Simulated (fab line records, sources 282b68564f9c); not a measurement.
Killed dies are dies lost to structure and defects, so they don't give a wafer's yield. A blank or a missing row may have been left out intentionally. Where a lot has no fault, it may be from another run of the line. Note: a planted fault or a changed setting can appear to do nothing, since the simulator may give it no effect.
fab line records | flow rit-cmos
record: lots: 6 | wafers: 18 | last-day: 7
route steps=202 shown PSD@150 SDANNEAL@153 NSD@158 PLDD@159 NLDD@160 SILICIDE@161 M1@202
lots untouched by any fault: they come from a run of this same line in which no faults occurred
start-h: start of the lot's first displayed wafer, in hours after the record's first day | wait-h: time in hours since the lot's previous step | " same as the row above | L1.1+2: a single row standing in for several wafers | - no value present, or no start provided | * or withheld: withheld | < > ~ a bound
route shown NAME@n: NAME is a module with steps in the file, n the number in the route of the first one | usual: mean/standard deviation of fault-free wafers | same: alike in all rows | chamber/n: place in a boat | sites: readings site by site | _std_site: the standard deviation of these | _edge_site: mean of outer sites minus mean of inner sites | radius-mm: for every site, how far away it sits from the centre of the wafer | mask NAME#n: copy n | behind: the most recent tool/chamber to have shaped the wafer | hold: why the lot went on hold/how many hours it stayed there/how the hold came to an end | device: transistor that didn't switch, given as n, p or np | end of line: the route-end tests of the same wafers | where a step has no rows: the recipe by itself | killed: the dies lost at the first sort to structure and to defects; this is not the yield of the wafer | map: per-die view of a wafer (x killed, . not killed, _ where there is no die)
set.NAME: the setting that was run; set.NAME@STEP: the one run at that earlier step | model.NAME: the simulator's own value behind a step, which no gauge read
certain route steps with their lots: each step a table, each wafer a row
services: from which hour (start-h, from the record's first day; less than 0 if before it) a tool's chamber was out of use, for how many hours, and why
== steps ==
step: RIT_PSD_IMPLANT_08
recipe: species: BF2 | energy-kev: 27 | dose-cm2: 4.882e+15 | tilt-deg: 7
step: RIT_PSD_STRIP_09
recipe: chemistry: O2 | time-s: 180 | resist: NOVOLAK | platen-temp-c: withheld | power-w: 500 | pressure-mtorr: 4000 | o2-flow-sccm: 4000
usual: chamber-pressure-mTorr: 4001/3.7 | drypump-motor-current-A: 5.90/0.23
lot.wafer | tool            | chamber | start-h | wait-h | chamber-pressure-mTorr | drypump-motor-current-A | rf-hours-counter-h
L475.2    | plasma-asher-01 | 0       | 51.11   | 0.1    | 4004                   | 5.63                    | 41
L475.3    | "               | 1       | "       | "      | 4001                   | 5.79                    | -
L475.5    | "               | 0       | "       | "      | 4002                   | 5.67                    | -
L482.4    | plasma-asher-02 | 0       | 87.81   | 0.1    | 3997                   | 5.63                    | -
L482.5    | "               | 0       | "       | "      | 4001                   | 5.62                    | -
L482.6    | "               | 1       | "       | "      | 4005                   | 5.65                    | -
L488.1    | plasma-asher-03 | 1       | 124.47  | 0.1    | 4001                   | 6.05                    | 46
L488.4    | "               | 1       | "       | "      | 4006                   | 6.06                    | -
L488.6    | "               | 0       | "       | "      | 3998                   | 6.18                    | -
L490.3    | plasma-asher-03 | 1       | 135.57  | 0.1    | 4001                   | 6.08                    | -
L490.4    | "               | 0       | "       | "      | 4002                   | 6.16                    | -
L490.5    | "               | 0       | "       | "      | 4000                   | 6.16                    | -
L494.1    | plasma-asher-01 | 0       | 149.98  | 0.1    | 3995                   | 5.66                    | 53
L494.4    | "               | 0       | "       | "      | 4000                   | 5.64                    | -
L494.5    | "               | 1       | "       | "      | 4003                   | 5.73                    | -
L496.2    | plasma-asher-01 | 0       | 156.03  | 0.1    | 3999                   | 5.63                    | 54
L496.4    | "               | 0       | "       | "      | 4006                   | 5.64                    | -
L496.5    | "               | 0       | "       | "      | 4005                   | 5.66                    | -
step: RIT_PSD_TW_MEAS_10
usual: PSD_TW: 3442/38
lot.wafer | tool          | chamber | start-h | wait-h | PSD_TW
L475.2    | film-metro-03 | -       | 51.29   | 0.1    | 3447
L475.3    | "             | -       | "       | "      | 3439
L475.5    | "             | -       | "       | "      | 3437
L482.4    | film-metro-04 | -       | 87.96   | 0.1    | 3399
L482.5    | "             | -       | "       | "      | 3421
L482.6    | "             | -       | "       | "      | 3398
L488.1    | film-metro-03 | -       | 124.64  | 0.1    | 3438
L488.4    | "             | -       | "       | "      | 3421
L488.6    | "             | -       | "       | "      | 3419
L490.3    | film-metro-01 | -       | 135.70  | 0.1    | 3527
L490.4    | "             | -       | "       | "      | 3522
L490.5    | "             | -       | "       | "      | 3510
L494.1    | film-metro-04 | -       | 150.16  | 0.1    | 3436
L494.4    | "             | -       | "       | "      | 3430
L494.5    | "             | -       | "       | "      | 3438
L496.2    | film-metro-03 | -       | 156.22  | 0.1    | 3442
L496.4    | "             | -       | "       | "      | 3447
L496.5    | "             | -       | "       | "      | 3433
step: RIT_SDANNEAL_CLEAN_00
recipe: chemistry: SC1 | mix: 3:3:50 | time-s: 600 | temp-c: 75
step: RIT_SDANNEAL_CLEAN_01
recipe: chemistry: dHF | dilution: 50:1 | time-s: 30
step: RIT_SDANNEAL_CLEAN_02
recipe: chemistry: SC2 | mix: 3:3:50 | time-s: 600 | temp-c: 75 | dry: n2-spin
step: RIT_SDANNEAL_RTA_03
recipe: temp-c: 1050 | time-s: 5 | idle-temp-c: 600 | ramp-up-c-per-s: 342 | ramp-down-c-per-s: 171 | cool-to-c: 600 | ambient: N2
usual: ramp-down-c-per-s: 171.00/0.031 | wafer_temp_C_max: 1053.6/1.3
lot.wafer | tool          | chamber | start-h | wait-h | ramp-down-c-per-s | wafer_temp_C_max
L475.2    | rtp-anneal-01 | 0       | 51.73   | 0.0    | 171.04            | 1052.7
L475.3    | "             | 0       | "       | "      | 170.98            | 1056.3
L475.5    | "             | 0       | "       | "      | 170.99            | 1055.3
L482.4    | rtp-anneal-02 | 0       | 88.38   | 0.0    | 171.05            | 1053.8
L482.5    | "             | 0       | "       | "      | 171.05            | 1055.0
L482.6    | "             | 0       | "       | "      | 170.97            | 1054.4
L488.1    | rtp-anneal-02 | 0       | 125.42  | 0.0    | 171.00            | 1054.2
L488.4    | "             | 0       | "       | "      | 170.98            | 1055.0
L488.6    | "             | 0       | "       | "      | 170.91            | 1054.5
L490.3    | rtp-anneal-02 | 0       | 136.32  | 0.0    | 170.94            | 1054.3
L490.4    | "             | 0       | "       | "      | 170.99            | 1052.9
L490.5    | "             | 0       | "       | "      | 170.98            | 1053.8
L494.1    | rtp-anneal-01 | 0       | 150.58  | 0.0    | 171.01            | 1053.1
L494.4    | "             | 0       | "       | "      | 171.03            | 1055.2
L494.5    | "             | 0       | "       | "      | 170.98            | 1055.8
L496.2    | rtp-anneal-01 | 0       | 156.64  | 0.0    | 171.05            | 1052.7
L496.4    | "             | 0       | "       | "      | 171.02            | 1053.4
L496.5    | "             | 0       | "       | "      | 170.96            | 1054.9
step: RIT_SDANNEAL_RS_MEAS_04
recipe: thk-meas-gauge: four-point-probe
usual: PSD_RS: 116.15/0.28
lot.wafer | tool          | chamber | start-h | wait-h | PSD_RS[ohm/sq]
L475.2    | film-metro-01 | -       | 51.80   | 0.1    | 115.58
L475.3    | "             | -       | "       | "      | 115.99
L475.5    | "             | -       | "       | "      | 116.20
L482.4    | film-metro-04 | -       | 88.47   | 0.1    | 116.56
L482.5    | "             | -       | "       | "      | 116.25
L482.6    | "             | -       | "       | "      | 116.48
L488.1    | film-metro-01 | -       | 125.48  | 0.0    | 116.32
L488.4    | "             | -       | "       | "      | 116.34
L488.6    | "             | -       | "       | "      | 116.30
L490.3    | film-metro-03 | -       | 136.40  | 0.1    | 115.73
L490.4    | "             | -       | "       | "      | 115.92
L490.5    | "             | -       | "       | "      | 115.90
L494.1    | film-metro-01 | -       | 150.64  | 0.0    | 116.65
L494.4    | "             | -       | "       | "      | 116.71
L494.5    | "             | -       | "       | "      | 116.40
L496.2    | film-metro-01 | -       | 156.71  | 0.1    | 116.32
L496.4    | "             | -       | "       | "      | 116.61
L496.5    | "             | -       | "       | "      | 116.15
step: RIT_SDANNEAL_RS_MEAS_05
recipe: thk-meas-gauge: four-point-probe
usual: NSD_RS: 83.5/0.36
lot.wafer | tool          | chamber | start-h | wait-h | NSD_RS[ohm/sq]
L475.2    | film-metro-01 | -       | 51.92   | 0.1    | 82.6
L475.3    | "             | -       | "       | "      | 83.1
L475.5    | "             | -       | "       | "      | 83.1
L482.4    | film-metro-04 | -       | 88.59   | 0.1    | 83.3
L482.5    | "             | -       | "       | "      | 83.3
L482.6    | "             | -       | "       | "      | 83.5
L488.1    | film-metro-01 | -       | 125.60  | 0.1    | 83.9
L488.4    | "             | -       | "       | "      | 83.8
L488.6    | "             | -       | "       | "      | 83.7
L490.3    | film-metro-03 | -       | 136.52  | 0.1    | 82.9
L490.4    | "             | -       | "       | "      | 82.9
L490.5    | "             | -       | "       | "      | 82.6
L494.1    | film-metro-01 | -       | 150.76  | 0.1    | 84.0
L494.4    | "             | -       | "       | "      | 83.9
L494.5    | "             | -       | "       | "      | 83.7
L496.2    | film-metro-01 | -       | 156.83  | 0.1    | 83.4
L496.4    | "             | -       | "       | "      | 83.5
L496.5    | "             | -       | "       | "      | 83.6
step: RIT_SDANNEAL_RS_MEAS_06
recipe: thk-meas-gauge: four-point-probe
usual: PLDD_RS: 178.5/0.49
lot.wafer | tool          | chamber | start-h | wait-h | PLDD_RS[ohm/sq]
L475.2    | film-metro-01 | -       | 52.04   | 0.1    | 177.6
L475.3    | "             | -       | "       | "      | 178.7
L475.5    | "             | -       | "       | "      | 178.3
L482.4    | film-metro-04 | -       | 88.71   | 0.1    | 178.9
L482.5    | "             | -       | "       | "      | 178.3
L482.6    | "             | -       | "       | "      | 178.6
L488.1    | film-metro-01 | -       | 125.72  | 0.1    | 178.9
L488.4    | "             | -       | "       | "      | 178.7
L488.6    | "             | -       | "       | "      | 178.6
L490.3    | film-metro-03 | -       | 136.64  | 0.1    | 177.9
L490.4    | "             | -       | "       | "      | 178.1
L490.5    | "             | -       | "       | "      | 178.5
L494.1    | film-metro-01 | -       | 150.88  | 0.1    | 178.7
L494.4    | "             | -       | "       | "      | 179.0
L494.5    | "             | -       | "       | "      | 178.7
L496.2    | film-metro-01 | -       | 156.95  | 0.1    | 178.9
L496.4    | "             | -       | "       | "      | 178.1
L496.5    | "             | -       | "       | "      | 178.6
step: RIT_SDANNEAL_RS_MEAS_07
recipe: thk-meas-gauge: four-point-probe
usual: NLDD_RS: 151.4/0.64
lot.wafer | tool          | chamber | start-h | wait-h | NLDD_RS[ohm/sq]
L475.2    | film-metro-01 | -       | 52.16   | 0.1    | 151.3
L475.3    | "             | -       | "       | "      | 151.4
L475.5    | "             | -       | "       | "      | 151.6
L482.4    | film-metro-04 | -       | 88.83   | 0.1    | 151.6
L482.5    | "             | -       | "       | "      | 152.2
L482.6    | "             | -       | "       | "      | 151.7
L488.1    | film-metro-01 | -       | 125.84  | 0.1    | 151.6
L488.4    | "             | -       | "       | "      | 151.8
L488.6    | "             | -       | "       | "      | 151.6
L490.3    | film-metro-03 | -       | 136.76  | 0.1    | 150.6
L490.4    | "             | -       | "       | "      | 151.2
L490.5    | "             | -       | "       | "      | 150.9
L494.1    | film-metro-01 | -       | 151.00  | 0.1    | 151.6
L494.4    | "             | -       | "       | "      | 151.9
L494.5    | "             | -       | "       | "      | 152.0
L496.2    | film-metro-01 | -       | 157.07  | 0.1    | 151.7
L496.4    | "             | -       | "       | "      | 151.8
L496.5    | "             | -       | "       | "      | 151.7
step: RIT_SILICIDE_WET_ETCH_00
recipe: chemistry: BOE | target: SiO2 | target-depth-nm: 14 | time-s: 15 | dry: n2-spin | dilution: 10:1 | temp-c: 21.5
step: RIT_SILICIDE_SPUTTER_01
recipe: material: Ti | target-thk-nm: 30 | power-w: 339.5 | chamber-pressure-pa: 0.667 | gas: Ar | time-s: 240 | substrate-temp-c: 25
usual: substrate-temp-c: 25.00/0.11 | throttle-valve-pct: 30.1/1
lot.wafer | tool           | chamber | start-h | wait-h | substrate-temp-c | throttle-valve-pct | model.Ti_of_SILICIDE_SPUTTER_01.thk-nm
L475.2    | pvd-sputter-03 | -       | 52.28   | 0.0    | 25.15            | 32.5               | 29.51
L475.3    | "              | -       | "       | "      | 25.12            | 30.2               | 29.04
L475.5    | "              | -       | "       | "      | 24.98            | 29.9               | 29.21
L482.4    | pvd-sputter-03 | -       | 88.98   | 0.1    | 25.06            | 29.9               | 28.69
L482.5    | "              | -       | "       | "      | 24.96            | 29.4               | 28.66
L482.6    | "              | -       | "       | "      | 25.19            | 32.2               | 28.89
L488.1    | pvd-sputter-03 | -       | 125.97  | 0.0    | 25.02            | 30.1               | 28.59
L488.4    | "              | -       | "       | "      | 24.94            | 29.5               | 29.11
L488.6    | "              | -       | "       | "      | 24.84            | 29.6               | 32.86
L490.3    | pvd-sputter-03 | -       | 136.85  | 0.0    | 24.81            | 29.2               | 28.97
L490.4    | "              | -       | "       | "      | 25.19            | 32.0               | 29.15
L490.5    | "              | -       | "       | "      | 25.04            | 29.7               | 32.67
L494.1    | pvd-sputter-01 | -       | 151.13  | 0.0    | 25.19            | 30.3               | 28.93
L494.4    | "              | -       | "       | "      | 24.91            | 29.7               | 28.95
L494.5    | "              | -       | "       | "      | 24.98            | 30.5               | 29.02
L496.2    | pvd-sputter-01 | -       | 157.18  | 0.0    | 24.93            | 29.3               | 29.44
L496.4    | "              | -       | "       | "      | 24.93            | 29.5               | 29.43
L496.5    | "              | -       | "       | "      | 24.81            | 29.7               | 29.44
step: RIT_SILICIDE_RS_MEAS_02
recipe: thk-meas-gauge: four-point-probe | reads: Ti_of_SILICIDE_SPUTTER_01
usual: SILICIDE_TI_RS: 49.7/0.63
lot.wafer | tool          | chamber | start-h | wait-h | SILICIDE_TI_RS[ohm/sq]
L475.2    | film-metro-04 | -       | 52.45   | 0.1    | 48.9
L475.3    | "             | -       | "       | "      | 50.0
L475.5    | "             | -       | "       | "      | 49.6
L482.4    | film-metro-02 | -       | 89.12   | 0.1    | 50.5
L482.5    | "             | -       | "       | "      | 50.6
L482.6    | "             | -       | "       | "      | 50.1
L488.1    | film-metro-04 | -       | 126.12  | 0.1    | 50.9
L488.4    | "             | -       | "       | "      | 49.8
L488.6    | "             | -       | "       | "      | 42.7
L490.3    | film-metro-02 | -       | 137.04  | 0.1    | 50.0
L490.4    | "             | -       | "       | "      | 49.5
L490.5    | "             | -       | "       | "      | 43.0
L494.1    | film-metro-03 | -       | 151.28  | 0.1    | 50.0
L494.4    | "             | -       | "       | "      | 50.0
L494.5    | "             | -       | "       | "      | 49.8
L496.2    | film-metro-02 | -       | 157.35  | 0.1    | 49.1
L496.4    | "             | -       | "       | "      | 48.9
L496.5    | "             | -       | "       | "      | 49.0
step: RIT_SILICIDE_THK_MEAS_03
recipe: thk-meas-gauge: xrf | reads: Ti_of_SILICIDE_SPUTTER_01
usual: SILICIDE_TI_THK: 29.2/0.3
lot.wafer | tool          | chamber | start-h | wait-h | SILICIDE_TI_THK[nm]
L475.2    | film-metro-04 | -       | 52.56   | 0.1    | 29.4
L475.3    | "             | -       | "       | "      | 29.1
L475.5    | "             | -       | "       | "      | 29.3
L482.4    | film-metro-02 | -       | 89.21   | 0.1    | 28.7
L482.5    | "             | -       | "       | "      | 28.6
L482.6    | "             | -       | "       | "      | 29.0
L488.1    | film-metro-04 | -       | 126.24  | 0.1    | 29.0
L488.4    | "             | -       | "       | "      | 29.5
L488.6    | "             | -       | "       | "      | 33.3
L490.3    | film-metro-02 | -       | 137.14  | 0.1    | 29.1
L490.4    | "             | -       | "       | "      | 29.1
L490.5    | "             | -       | "       | "      | 32.9
L494.1    | film-metro-03 | -       | 151.40  | 0.1    | 29.1
L494.4    | "             | -       | "       | "      | 29.1
L494.5    | "             | -       | "       | "      | 29.0
L496.2    | film-metro-02 | -       | 157.46  | 0.1    | 29.4
L496.4    | "             | -       | "       | "      | 29.5
L496.5    | "             | -       | "       | "      | 29.6
step: RIT_SILICIDE_RTA_04
recipe: temp-c: 650 | time-s: 10 | idle-temp-c: 25 | ramp-up-s: 5 | ramp-down-s: 5 | cool-to-c: 25 | ambient: N2
usual: wafer_temp_C_max: 652.4/0.68
lot.wafer | tool          | chamber | start-h | wait-h | wafer_temp_C_max
L475.2    | rtp-anneal-02 | 0       | 52.62   | 0.1    | 652.8
L475.3    | "             | 0       | "       | "      | 653.2
L475.5    | "             | 0       | "       | "      | 652.2
L482.4    | rtp-anneal-01 | 0       | 89.27   | 0.1    | 651.9
L482.5    | "             | 0       | "       | "      | 651.9
L482.6    | "             | 0       | "       | "      | 651.4
L488.1    | rtp-anneal-01 | 0       | 126.30  | 0.1    | 652.0
L488.4    | "             | 0       | "       | "      | 651.5
L488.6    | "             | 0       | "       | "      | 651.6
L490.3    | rtp-anneal-01 | 0       | 137.21  | 0.1    | 652.2
L490.4    | "             | 0       | "       | "      | 651.5
L490.5    | "             | 0       | "       | "      | 651.4
L494.1    | rtp-anneal-02 | 0       | 151.46  | 0.1    | 652.5
L494.4    | "             | 0       | "       | "      | 652.6
L494.5    | "             | 0       | "       | "      | 652.3
L496.2    | rtp-anneal-02 | 0       | 157.52  | 0.1    | 653.1
L496.4    | "             | 0       | "       | "      | 654.3
L496.5    | "             | 0       | "       | "      | 652.7
step: RIT_M1_PROBE_99
usual: killed-at-contacts: 0.0/0.18 | killed-at-front-end: 7/3.4 | killed-dies: 7/3.4 | killed-open: 3.7/2.2 | killed-short: 3.6/2.2
same: gross-dies: 264 | killed_at_M0_to_M3: 0 | killed_at_M4_up: 0 | killed-at-back-side: 0 | killed-at-other: 0
lot.wafer | tool      | chamber | start-h | wait-h | killed-at-contacts | killed-at-front-end | killed-dies | killed-open | killed-short | model.etest.npoly-line.line-ohm-um | model.etest.ppoly-line.line-ohm-um | model.etest.contact-pplus.end-ohm-um | model.etest.contact-nplus.end-ohm-um | model.etest.npoly-line.rs-ohm-sq | model.etest.ppoly-line.rs-ohm-sq | model.etest.npoly-sal.rs-ohm-sq | model.etest.ppoly-sal.rs-ohm-sq
L475.2    | prober-02 | -       | 59.22   | 0.1    | 0                  | 7                   | 7           | 5           | 2            | 169.9                              | 163.2                              | 44.03                                | 40.02                                | 17.16                            | 16.61                            | 4.386                           | 4.309
L475.3    | prober-02 | -       | 59.27   | 0.2    | 0                  | 9                   | 9           | 5           | 4            | 175.2                              | 167.9                              | 43.46                                | 40.17                                | 17.28                            | 16.82                            | 4.481                           | 4.433
L475.5    | prober-02 | -       | 59.37   | 0.2    | 0                  | 14                  | 14          | 5           | 9            | 173.1                              | 165.5                              | 42.89                                | 41.26                                | 17.48                            | 16.7                             | 4.433                           | 4.378
L482.4    | prober-01 | -       | 95.92   | 0.2    | 0                  | 6                   | 6           | 3           | 3            | 164.5                              | 159.8                              | 43.55                                | 38.9                                 | 17.41                            | 16.92                            | 4.552                           | 4.494
L482.5    | prober-01 | -       | 95.97   | 0.2    | 0                  | 15                  | 15          | 7           | 8            | 168.5                              | 161.3                              | 43.35                                | 39.54                                | 17.47                            | 16.93                            | 4.56                            | 4.498
L482.6    | prober-01 | -       | 96.02   | 0.2    | 0                  | 8                   | 8           | 4           | 4            | 166.3                              | 161.6                              | 43.2                                 | 39.69                                | 17.4                             | 16.91                            | 4.539                           | 4.501
L488.1    | prober-01 | -       | 133.21  | 0.1    | 0                  | 8                   | 8           | 8           | 0            | 175.4                              | 166.2                              | 43.63                                | 39.43                                | 17.68                            | 17.21                            | 4.471                           | 4.441
L488.4    | prober-01 | -       | 133.36  | 0.2    | 0                  | 3                   | 3           | 2           | 1            | 176.2                              | 169.4                              | 43.91                                | 40.77                                | 17.39                            | 16.94                            | 4.422                           | 4.383
L488.6    | prober-01 | -       | 133.46  | 0.2    | 0                  | 3                   | 3           | 2           | 1            | 159.2                              | 156                                | 49.86                                | 44.77                                | 15.84                            | 15.45                            | 3.949                           | 3.936
L490.3    | prober-01 | -       | 144.51  | 0.2    | 0                  | 9                   | 9           | 5           | 4            | 173.6                              | 165.7                              | 42.72                                | 39.22                                | 17.45                            | 17.07                            | 4.436                           | 4.423
L490.4    | prober-01 | -       | 144.56  | 0.2    | 0                  | 4                   | 4           | 3           | 1            | 173                                | 161.6                              | 40.69                                | 38.01                                | 17.3                             | 16.85                            | 4.43                            | 4.393
L490.5    | prober-01 | -       | 144.61  | 0.2    | 0                  | 15                  | 15          | 5           | 10           | 163.9                              | 158.8                              | 46.09                                | 43.1                                 | 15.94                            | 15.52                            | 4.077                           | 4.005
L494.1    | prober-01 | -       | 158.13  | 0.1    | 0                  | 6                   | 6           | 3           | 3            | 174.1                              | 167.8                              | 42.76                                | 39.47                                | 17.63                            | 16.82                            | 4.498                           | 4.426
L494.4    | prober-01 | -       | 158.28  | 0.2    | 0                  | 5                   | 5           | 3           | 2            | 177                                | 168.3                              | 42.01                                | 39.01                                | 17.46                            | 16.87                            | 4.467                           | 4.44
L494.5    | prober-01 | -       | 158.33  | 0.2    | 0                  | 9                   | 9           | 4           | 5            | 173.2                              | 166                                | 42.85                                | 40.55                                | 17.55                            | 16.84                            | 4.469                           | 4.456
L496.2    | prober-01 | -       | 164.11  | 0.1    | 0                  | 9                   | 9           | 5           | 4            | 173.6                              | 169.6                              | 42.49                                | 39.47                                | 17.25                            | 16.82                            | 4.435                           | 4.383
L496.4    | prober-01 | -       | 164.21  | 0.2    | 1                  | 13                  | 14          | 6           | 8            | 180.4                              | 170.9                              | 43.86                                | 40.26                                | 17.43                            | 16.84                            | 4.461                           | 4.441
L496.5    | prober-01 | -       | 164.26  | 0.2    | 0                  | 6                   | 6           | 2           | 4            | 176.2                              | 169.5                              | 43.17                                | 39.96                                | 17.24                            | 16.76                            | 4.425                           | 4.387
killed by level:class
L475.2 FOX1:geometric-particle:open=3 FOX2:geometric-particle:short=1 GATE:geometric-particle:open=1 SPACER:geometric-particle:open=1 SILICIDE:geometric-particle:short=1
L475.3 FOX1:geometric-particle:open=2 GATE:geometric-particle:open=2 GATE:geometric-particle:short=2 FOX1:geometric-particle:short=1 FOX2:geometric-particle:open=1 SPACER:geometric-particle:short=1
L475.5 GATE:geometric-particle:short=3 SPACER:geometric-particle:short=3 FOX1:geometric-particle:short=2 REOX:geometric-particle:open=2 FOX1:geometric-particle:open=1 GATE:geometric-particle:open=1 REOX:geometric-particle:short=1 SPACER:geometric-particle:open=1
L482.4 FOX1:geometric-particle:short=1 FOX2:geometric-particle:open=1 GATE:geometric-particle:open=1 REOX:geometric-particle:short=1 SILICIDE:geometric-particle:open=1 SILICIDE:geometric-particle:short=1
L482.5 GATE:geometric-particle:short=3 GATE:geometric-particle:open=2 REOX:geometric-particle:short=2 REOX:geometric-particle:open=2 FOX1:geometric-particle:open=1 FOX1:geometric-particle:short=1 FOX2:geometric-particle:short=1 SPACER:geometric-particle:open=1
L482.6 GATE:geometric-particle:short=3 REOX:geometric-particle:open=3 FOX1:geometric-particle:open=1 FOX2:geometric-particle:short=1
L488.1 SILICIDE:geometric-particle:open=4 FOX1:geometric-particle:open=2 GATE:geometric-particle:open=1 REOX:geometric-particle:open=1
L488.4 GATE:geometric-particle:open=1 GATE:geometric-particle:short=1 REOX:geometric-particle:open=1
L488.6 GATE:geometric-particle:open=1 GATE:geometric-particle:short=1 REOX:geometric-particle:open=1
L490.3 FOX2:geometric-particle:open=3 GATE:geometric-particle:short=2 SILICIDE:geometric-particle:open=2 REOX:geometric-particle:short=1 SILICIDE:geometric-particle:short=1
L490.4 FOX2:geometric-particle:open=1 GATE:geometric-particle:open=1 GATE:geometric-particle:short=1 REOX:geometric-particle:open=1
L490.5 GATE:geometric-particle:short=5 SILICIDE:geometric-particle:short=4 GATE:geometric-particle:open=2 REOX:geometric-particle:open=2 REOX:geometric-particle:short=1 SILICIDE:geometric-particle:open=1
L494.1 SPACER:geometric-particle:short=2 FOX1:geometric-particle:short=1 FOX1:geometric-particle:open=1 GATE:geometric-particle:open=1 SPACER:geometric-particle:open=1
L494.4 FOX2:geometric-particle:open=2 GATE:geometric-particle:short=1 SILICIDE:geometric-particle:open=1 SILICIDE:geometric-particle:short=1
L494.5 SILICIDE:geometric-particle:open=3 SPACER:geometric-particle:short=2 FOX1:geometric-particle:short=1 GATE:geometric-particle:short=1 SPACER:geometric-particle:open=1 SILICIDE:geometric-particle:short=1
L496.2 GATE:geometric-particle:open=3 GATE:geometric-particle:short=2 FOX1:geometric-particle:short=1 FOX2:geometric-particle:open=1 SPACER:geometric-particle:open=1 SPACER:geometric-particle:short=1
L496.4 SPACER:geometric-particle:short=4 FOX2:geometric-particle:short=2 SPACER:geometric-particle:open=2 SILICIDE:geometric-particle:open=2 GATE:geometric-particle:short=1 GATE:geometric-particle:open=1 SILICIDE:geometric-particle:short=1 CONTACT:geometric-particle:open=1
L496.5 FOX1:geometric-particle:open=1 FOX2:geometric-particle:short=1 GATE:geometric-particle:short=1 GATE:geometric-particle:open=1 SPACER:geometric-particle:short=1 SILICIDE:geometric-particle:short=1
== services ==
tool            | chamber | start-h | hours | kind
rtp-anneal-01   | -       | 29.85   | 1.3   | pm
pvd-sputter-01  | -       | 48.58   | 6.1   | repair
rtp-anneal-01   | -       | 68.91   | 4.0   | pm
pvd-sputter-03  | -       | 98.45   | 4.7   | repair
plasma-asher-02 | -       | 104.47  | 14.6  | pm
pvd-sputter-01  | -       | 134.79  | 14.2  | repair
pvd-sputter-03  | -       | 137.25  | 10.1  | repair
rtp-anneal-02   | -       | 138.76  | 4.4   | pm
== key ==
first-sign: step: RIT_SILICIDE_RS_MEAS_02 | reading: SILICIDE_TI_RS | direction: down | sigmas: 11 | usual: 49.7 | struck: 42.8
effect: step: RIT_SILICIDE_THK_MEAS_03 | reading: SILICIDE_TI_THK | direction: up | sigmas: 13 | usual: 29.2 | struck: 33.1
model-effect: step: RIT_SILICIDE_SPUTTER_01 | value: Ti_of_SILICIDE_SPUTTER_01.thk-nm | without: 29.04 | struck: 32.76
model-effect: step: RIT_M1_PROBE_99 | value: etest.npoly-line.line-ohm-um | without: 172 | struck: 161.6
met-at RIT_SILICIDE_SPUTTER_01
struck-wafers L488.6,L490.5
tester-left-out L488,L490
onset-between 88.98 125.97
fault: kind: process-parameter-drift | tool: pvd-sputter-03 | chamber: - | onset-h: 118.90 | steps: RIT_SILICIDE_SPUTTER_01 | channel: time-s | offset: * | shape: step | end-h: 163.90 | stated: * | scope: struck-wafers-only
tester-left-out: of these lots the tester's yield and bins aren't shown, on N5 and GAA mostly nor the transistor test; their killed dies are dies lost to structure and defects alone, not to doping, threshold or leakage, so they don't give the yield
